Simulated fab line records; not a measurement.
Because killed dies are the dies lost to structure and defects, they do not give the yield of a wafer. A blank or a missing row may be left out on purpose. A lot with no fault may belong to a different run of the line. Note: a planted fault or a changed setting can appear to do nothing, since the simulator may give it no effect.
Code-filled problem report in 8D (eight disciplines) form    flow berkeley_cmos170    the parts of the form that need people (team, actions taken, sign-off) are left out

1. WHAT WENT WRONG
Wafers free of any fault read 1258 (standard deviation 6.5) for NWELL_TW at UCB170_NWELL_TW_MEAS_16, against a mean of 1454 on 6 wafers of 2 lots. Relative to the usual mean, that is a shift of +30 standard deviations.
The first sign was on wafer L477.3 at day 4 11:47, on film_metro-04. At this step, 42 wafers from 14 lots have a number in the record. By rule, "out" or "out of limits" means more than 4 standard deviations away from the usual mean. All remaining wafers that have a number are taken as sound.

2. WHAT IT IS, AND WHAT IT ISN'T
question                     is                            is not
which readings at this step  NWELL_TW                      -
which lots                   L477, L479                    L467, L468, L470, L471, L472, L473, L474, L482, L484, L486, L487, L489
which wafers of those lots   all that have a number        -
read on which gauges         film_metro-03, film_metro-04  film_metro-02
when                         from day 4 11:47              up to then (21 sound wafers); but 15 sound wafers of L482, L484, L486, L487, L489 came after

3. SUSPECTS, AND WHAT RULES EACH OUT
Counting: any tool at a process step up to the reading is kept as a suspect provided that every lot that is out went through it and no sound lot did after the first of them.
- the gauge at UCB170_NWELL_TW_MEAS_16: ruled out. The wafers that are out were read on 2 gauges (film_metro-03, film_metro-04).
- implanter-02 at UCB170_NWELL_IMPLANT_14: kept. All lots that are out passed through it, beginning with L477 at day 4 11:34, and no sound lot followed; its final sound lot before that point was L474 at day 4 04:04. On those wafers its own readings are out: dose_ions_cm2, faraday_current_uA.
After counting, what remains is implanter-02 at UCB170_NWELL_IMPLANT_14.

4. THE CAUSE (what the simulator had put in)
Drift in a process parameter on implanter-02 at UCB170_NWELL_IMPLANT_14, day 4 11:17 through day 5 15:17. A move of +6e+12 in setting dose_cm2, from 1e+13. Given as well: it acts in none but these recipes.
After counting, this tool was the only one left.

5. THE CHAIN OF EFFECTS, in route order
Rows list readings where the struck wafers' mean (over those with a number) sits beyond 3 standard deviations from the usual. Readings are gone through only where the record gives a usual standard deviation; hours: the median, over the lots, of the time from a lot's start at the first step in this table giving one to that lot's start at this step; sigmas: the change measured in usual standard deviations.
hours  step                     reading             usual       on struck wafers  change       sigmas
0      UCB170_NWELL_IMPLANT_14  dose_ions_cm2       1.0002e+13  1.6007e+13        +6.0050e+12  +99 or more
0      UCB170_NWELL_IMPLANT_14  faraday_current_uA  31.7        50.0              +18.3        +28
0      UCB170_NWELL_TW_MEAS_16  NWELL_TW            1258        1454              +196         +30
Here are the process steps it includes:
- UCB170_NWELL_IMPLANT_14
At these later measuring or inspecting steps, every struck wafer for which the step has a row has a number for every such reading, and none has moved that far: UCB170_V1_BOW_MEAS_03.

6. HOW IT WOULD HAVE BEEN CAUGHT EARLIER
Counted from the fault's start at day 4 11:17, it took 0 hours until the first out-of-limits reading at a measuring or inspecting step in this record, taken at day 4 11:47.
At UCB170_NWELL_IMPLANT_14, the tool's own readings (dose_ions_cm2, faraday_current_uA) were out on each struck wafer the step has a row for, so an alarm limit on them would have fired on the first such wafer.
L479, from the lots that are out (2), started UCB170_NWELL_IMPLANT_14 on implanter-02 later than day 4 11:47. Putting the tool on hold at that point would have spared it.
